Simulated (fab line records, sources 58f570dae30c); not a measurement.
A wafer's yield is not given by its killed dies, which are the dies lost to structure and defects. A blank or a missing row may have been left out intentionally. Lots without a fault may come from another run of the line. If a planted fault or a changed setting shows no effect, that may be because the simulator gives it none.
Matching of chambers    flow berkeleyCmos170    UCB170_CONTACT_ETCH_17 on rieDiel-01: 4 sister chambers
The step etches BARC in N2/H2. 16 wafers are shown with their chamber, then 8 later ones without.

WAFERS WITH THEIR CHAMBER
wafer   chamber  drypumpMotorCurrentA (A)  throttleValvePct (%)  oesProductAu (a.u.)
L082.2  2        6.0                       13.17                 0.955
L082.4  0        5.3                       13.23                 0.986
L082.6  2        6.0                       13.17                 0.935
L084.3  1        6.1                       13.01                 1.005
L084.4  0        5.3                       13.21                 0.986
L084.6  3        5.7                       13.22                 0.980
L087.2  1        6.1                       12.99                 1.017
L087.3  3        5.8                       13.22                 0.967
L087.4  3        5.7                       13.22                 0.969
L089.1  2        6.0                       13.17                 0.942
L089.3  3        5.8                       13.22                 0.983
L089.4  1        6.1                       13.00                 1.008
L088.2  2        6.0                       13.17                 0.944
L088.4  3        5.8                       13.22                 0.981
L088.5  2        6.0                       13.17                 0.944
L092.3  3        5.7                       13.22                 0.969

SIGNATURES (means of the wafers above)
reading               chamber 0  chamber 1  chamber 2  chamber 3  scatter within a chamber
drypumpMotorCurrentA  5.300      6.100      6.000      5.750      0.0354
throttleValvePct      13.2200    13.0000    13.1700    13.2200    0.00577
oesProductAu          0.98600    1.01000    0.94400    0.97483    0.00674
Rule: a wafer lies at a distance from a chamber equal to the root of the sum of squares, over the readings, of (its reading less the chamber's mean, divided by the reading's scatter). The wafer belongs to the nearest chamber; if the next one is less than 2 further off, it can't be placed. The scatter: take each reading less its chamber's mean, square it, sum over the shown wafers, divide by the number of wafers less the number of chambers, and take the root.

WAFERS MISSING THEIR CHAMBER
wafer   drypumpMotorCurrentA (A)  throttleValvePct (%)  oesProductAu (a.u.)
L092.4  6.0                       13.17                 0.938
L092.5  5.8                       13.21                 0.970
L093.1  6.1                       12.99                 1.017
L093.4  5.8                       13.21                 0.970
L093.6  6.1                       13.01                 1.002
L096.4  5.8                       13.23                 0.973
L096.5  6.0                       13.00                 1.009
L096.6  6.0                       13.17                 0.950

WHICH CHAMBER EACH ONE RAN IN
wafer   from the rows above  in truth
L092.4  2                    2
L092.5  3                    3
L093.1  1                    1
L093.4  3                    3
L093.6  1                    1
L096.4  3                    3
L096.5  1                    1
L096.6  2                    2
Placed correctly: 8 of 8. Left unplaced by these rows: 0. Wrongly placed: 0.
